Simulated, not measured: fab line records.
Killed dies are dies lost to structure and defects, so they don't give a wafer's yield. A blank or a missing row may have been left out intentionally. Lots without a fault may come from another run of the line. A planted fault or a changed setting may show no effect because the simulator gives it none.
Split-lot trial / flow berkeley_cmos170 / 23 wafers read from 5 lots, route of 331 steps

SPLIT DETAILS
At UCB170_V1_CMP_02 (polishes SiO2), the setting leave_above_ref_nm was moved away from the recipe's 1000 nm on 4 of the 23 wafers read, by -6.6% to -4.0%. This setting was run at the recipe's value on the other wafers.

Between the split and the reading, the file records no step.

THE READING
V1_POLISHED_THK (nm), taken at UCB170_V1_THK_MEAS_04. Fault-free wafers of this fab line usually give 999.7 nm, standard deviation 1.1 nm.

wafer=L074.1; tool, chamber at the split=cmp-02, 1; leave_above_ref_nm as run, nm=1000; against the recipe=recipe; V1_POLISHED_THK, nm=999.9; against lot-mates on the recipe=-
wafer=L074.3; tool, chamber at the split=cmp-02, 2; leave_above_ref_nm as run, nm=1000; against the recipe=recipe; V1_POLISHED_THK, nm=1002.0; against lot-mates on the recipe=-
wafer=L074.5; tool, chamber at the split=cmp-02, 1; leave_above_ref_nm as run, nm=1000; against the recipe=recipe; V1_POLISHED_THK, nm=999.4; against lot-mates on the recipe=-
wafer=L078.1; tool, chamber at the split=cmp-02, 3; leave_above_ref_nm as run, nm=1000; against the recipe=recipe; V1_POLISHED_THK, nm=997.0; against lot-mates on the recipe=-
wafer=L078.2; tool, chamber at the split=cmp-02, 1; leave_above_ref_nm as run, nm=1000; against the recipe=recipe; V1_POLISHED_THK, nm=998.3; against lot-mates on the recipe=-
wafer=L078.3; tool, chamber at the split=cmp-02, 2; leave_above_ref_nm as run, nm=1000; against the recipe=recipe; V1_POLISHED_THK, nm=1000.6; against lot-mates on the recipe=-
wafer=L078.5; tool, chamber at the split=cmp-02, 0; leave_above_ref_nm as run, nm=1000; against the recipe=recipe; V1_POLISHED_THK, nm=999.0; against lot-mates on the recipe=-
wafer=L078.6; tool, chamber at the split=cmp-02, 3; leave_above_ref_nm as run, nm=1000; against the recipe=recipe; V1_POLISHED_THK, nm=997.2; against lot-mates on the recipe=-
wafer=L079.1; tool, chamber at the split=cmp-01, 0; leave_above_ref_nm as run, nm=959.9; against the recipe=-4.0%; V1_POLISHED_THK, nm=960.2; against lot-mates on the recipe=-39.2
wafer=L079.2; tool, chamber at the split=cmp-01, 2,3; leave_above_ref_nm as run, nm=1000; against the recipe=recipe; V1_POLISHED_THK, nm=1000.8; against lot-mates on the recipe=-
wafer=L079.3; tool, chamber at the split=cmp-01, 1; leave_above_ref_nm as run, nm=959.9; against the recipe=-4.0%; V1_POLISHED_THK, nm=960.9; against lot-mates on the recipe=-38.5
wafer=L079.4; tool, chamber at the split=cmp-01, 2,3; leave_above_ref_nm as run, nm=1000; against the recipe=recipe; V1_POLISHED_THK, nm=999.3; against lot-mates on the recipe=-
wafer=L079.6; tool, chamber at the split=cmp-01, 2; leave_above_ref_nm as run, nm=1000; against the recipe=recipe; V1_POLISHED_THK, nm=998.2; against lot-mates on the recipe=-
wafer=L082.1; tool, chamber at the split=cmp-02, 2; leave_above_ref_nm as run, nm=933.7; against the recipe=-6.6%; V1_POLISHED_THK, nm=934.0; against lot-mates on the recipe=-65.1
wafer=L082.2; tool, chamber at the split=cmp-02, 0; leave_above_ref_nm as run, nm=1000; against the recipe=recipe; V1_POLISHED_THK, nm=999.0; against lot-mates on the recipe=-
wafer=L082.3; tool, chamber at the split=cmp-02, 3; leave_above_ref_nm as run, nm=1000; against the recipe=recipe; V1_POLISHED_THK, nm=997.9; against lot-mates on the recipe=-
wafer=L082.4; tool, chamber at the split=cmp-02, 1; leave_above_ref_nm as run, nm=933.7; against the recipe=-6.6%; V1_POLISHED_THK, nm=932.4; against lot-mates on the recipe=-66.7
wafer=L082.6; tool, chamber at the split=cmp-02, 3; leave_above_ref_nm as run, nm=1000; against the recipe=recipe; V1_POLISHED_THK, nm=1000.3; against lot-mates on the recipe=-
wafer=L083.1; tool, chamber at the split=cmp-02, 2,3,3; leave_above_ref_nm as run, nm=1000; against the recipe=recipe; V1_POLISHED_THK, nm=999.2; against lot-mates on the recipe=-
wafer=L083.2; tool, chamber at the split=cmp-02, 0; leave_above_ref_nm as run, nm=1000; against the recipe=recipe; V1_POLISHED_THK, nm=999.5; against lot-mates on the recipe=-
wafer=L083.3; tool, chamber at the split=cmp-02, 1; leave_above_ref_nm as run, nm=1000; against the recipe=recipe; V1_POLISHED_THK, nm=999.4; against lot-mates on the recipe=-
wafer=L083.4; tool, chamber at the split=cmp-02, 2,3,3; leave_above_ref_nm as run, nm=1000; against the recipe=recipe; V1_POLISHED_THK, nm=1000.9; against lot-mates on the recipe=-
wafer=L083.6; tool, chamber at the split=cmp-02, 2,3,3; leave_above_ref_nm as run, nm=1000; against the recipe=recipe; V1_POLISHED_THK, nm=1001.7; against lot-mates on the recipe=-
If several chambers appear in one row, that row covers several wafers at once and the file leaves open which wafer was in which chamber.

THE FIT
A straight line over all 23 wafers: V1_POLISHED_THK changes by +9.92 nm for each +1% of leave_above_ref_nm; r = +1.00; the points scatter about the line by 1.3 nm.
The same after taking each lot's own level away (the mean of its wafers on the recipe; 23 wafers): +9.88 nm for each +1%; r = +1.00; scatter 1.1 nm.
Per that fit: largest leave_above_ref_nm move, reading shift of 65 nm.
Measured against the standard deviation above, the lots' own levels, which go from 998.42 to 1000.43 nm, span 1.8 times it.
Hence the lot-to-lot level has little effect on the slope; both slopes agree.
Check: with one of the wafers moved furthest among these (-6.6%) left out of the fit, the line predicts -65.7 nm for it against its lot-mates. It came out at -65.1 nm against them.

THESE WAFERS: OTHER SPLITS
Before the reading, these wafers also passed through other splits. Each is held against what the fit with the lots' levels taken away leaves over:
other split on the same wafers=UCB170_NSD_IMPLANT_08 energy_kev; wafers away from the commonest value=4; r with V1_POLISHED_THK (lot level and that fit taken away)=-0.27
other split on the same wafers=UCB170_SDANNEAL_RTA_01 time_s; wafers away from the commonest value=8; r with V1_POLISHED_THK (lot level and that fit taken away)=-0.18
other split on the same wafers=UCB170_SILICIDE_SPUTTER_01 power_w; wafers away from the commonest value=7; r with V1_POLISHED_THK (lot level and that fit taken away)=-0.17
other split on the same wafers=UCB170_CONTACT_COAT_10 resist_thk_nm; wafers away from the commonest value=7; r with V1_POLISHED_THK (lot level and that fit taken away)=-0.03
other split on the same wafers=UCB170_M1_COAT_04 spin_rpm; wafers away from the commonest value=7; r with V1_POLISHED_THK (lot level and that fit taken away)=-0.15

THE WHOLE CHAIN: every reading that the file lists as answering this split, in the file's order
step=UCB170_V1_CMP_02; what it does=polishes SiO2; reading=SiO2_of_V1_CVD_00.thk_nm (the simulator's own value, which no gauge read); change (the file's fit)=+9.87 nm for each +1% of the setting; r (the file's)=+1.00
step=UCB170_V1_THK_MEAS_04; what it does=; reading=V1_POLISHED_THK; change (the file's fit)=+9.87 for each +1% of the setting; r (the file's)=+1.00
step=UCB170_V1_ETCH_14; what it does=etches SiO2 in CHF3/CF4/Ar, stops on Al, target depth 1250 nm, time 291 s; reading=V1.feature_depth_nm (the simulator's own value, which no gauge read); change (the file's fit)=+9.81 nm for each +1% of the setting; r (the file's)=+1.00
step=UCB170_V1_ETCH_14; what it does=etches SiO2 in CHF3/CF4/Ar, stops on Al, target depth 1250 nm, time 291 s; reading=etch.depth_nm (the simulator's own value, which no gauge read); change (the file's fit)=+9.83 nm for each +1% of the setting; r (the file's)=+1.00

FILE'S OWN FIT
V1_POLISHED_THK changes by +9.87 nm for each +1% of leave_above_ref_nm, r = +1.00.
